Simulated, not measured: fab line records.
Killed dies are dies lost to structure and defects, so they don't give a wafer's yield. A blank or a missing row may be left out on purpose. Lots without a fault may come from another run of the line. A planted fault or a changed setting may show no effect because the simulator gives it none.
Split-lot trial -- flow berkeley_cmos170 -- route with 331 steps; 5 lots, 23 wafers read

== SPLIT DETAILS ==
At UCB170_NWELL_IMPLANT_14, the setting energy_kev was moved away from the recipe's 150 on 11 of the 23 wafers read, by -5.5% to +4.1%. All remaining wafers had this setting at the recipe value.

The reading comes from the split's own step.

== THE READING ==
In nm, at UCB170_NWELL_IMPLANT_14: implant.drp_nm, which is the simulator's own figure and was read by no gauge. The file gives no usual value for it.

wafer,"tool, chamber at the split",energy_kev as run,against the recipe,"implant.drp_nm, nm",against lot-mates on the recipe
L074.1,"implanter-02, 0",154.1,+2.7%,64.01,+1.29
L074.2,"implanter-02, 0",154.1,+2.7%,64.01,+1.29
L074.4,"implanter-02, 0",154.1,+2.7%,64.01,+1.29
L074.5,"implanter-02, 0",150,recipe,62.72,-
L074.6,"implanter-02, 0",150,recipe,62.72,-
L076.1,"implanter-04, 0",150,recipe,62.72,-
L076.4,"implanter-04, 0",150,recipe,62.72,-
L076.2,"implanter-04, 0",156.2,+4.1%,64.66,+1.94
L076.3,"implanter-04, 0",156.2,+4.1%,64.66,+1.94
L076.5,"implanter-04, 0",156.2,+4.1%,64.66,+1.94
L079.1,"implanter-04, 0",141.7,-5.5%,59.99,-2.73
L079.4,"implanter-04, 0",141.7,-5.5%,59.99,-2.73
L079.3,"implanter-04, 0",150,recipe,62.72,-
L079.5,"implanter-04, 0",150,recipe,62.72,-
L079.6,"implanter-04, 0",150,recipe,62.72,-
L081.1,"implanter-03, 0",150,recipe,62.72,-
L081.4,"implanter-03, 0",150,recipe,62.72,-
L081.6,"implanter-03, 0",150,recipe,62.72,-
L083.1,"implanter-02, 0",146.9,-2.1%,61.72,-1.00
L083.5,"implanter-02, 0",146.9,-2.1%,61.72,-1.00
L083.6,"implanter-02, 0",146.9,-2.1%,61.72,-1.00
L083.3,"implanter-02, 0",150,recipe,62.72,-
L083.4,"implanter-02, 0",150,recipe,62.72,-

FIT RESULTS
A straight line over all 23 wafers: implant.drp_nm changes by +0.481 nm for each +1% of energy_kev; r = +1.00; the points scatter about the line by 0.024 nm.
The same after taking each lot's own level away (the mean of its wafers on the recipe; 23 wafers): +0.481 nm for each +1%; r = +1.00; scatter 0.024 nm.
According to that fit, moving energy_kev by its largest amount changes the reading by 2.7 nm.
The lots' own levels span 62.720 to 62.720 nm.
The two slopes agree, so the slope changes little with the lot-to-lot level.
Check: -2.66 nm against its lot-mates is what the line predicts for one of the wafers moved furthest among these (-5.5%) when that wafer is left out of the fit. Against them it came out at -2.73 nm.

== OTHER SPLITS APPLIED TO THESE WAFERS ==
These wafers also went through other splits before the reading. Each is held against what the fit with the lots' levels taken away leaves over:
other split on the same wafers,wafers away from the commonest value,r with implant.drp_nm (lot level and that fit taken away)
UCB170_START_OXIDATION_02 ox_time_s,10,+0.37
UCB170_ZERO_ETCH_06 over_etch_frac,8,-0.28
UCB170_NWELL_CVD_04 temp_c,10,-0.13

== THE WHOLE CHAIN: every reading that the file lists as answering this split, in the file's order ==
step,what it does,reading,change (the file's fit),r (the file's)
UCB170_NWELL_IMPLANT_14,,"implant.rp_nm (the simulator's own value, which no gauge read)",+1.97 nm for each +1% of the setting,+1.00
UCB170_NWELL_IMPLANT_14,,"implant.drp_nm (the simulator's own value, which no gauge read)",+0.484 nm for each +1% of the setting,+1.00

== FILE'S OWN FIT ==
implant.drp_nm changes by +0.484 nm for each +1% of energy_kev, r = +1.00.
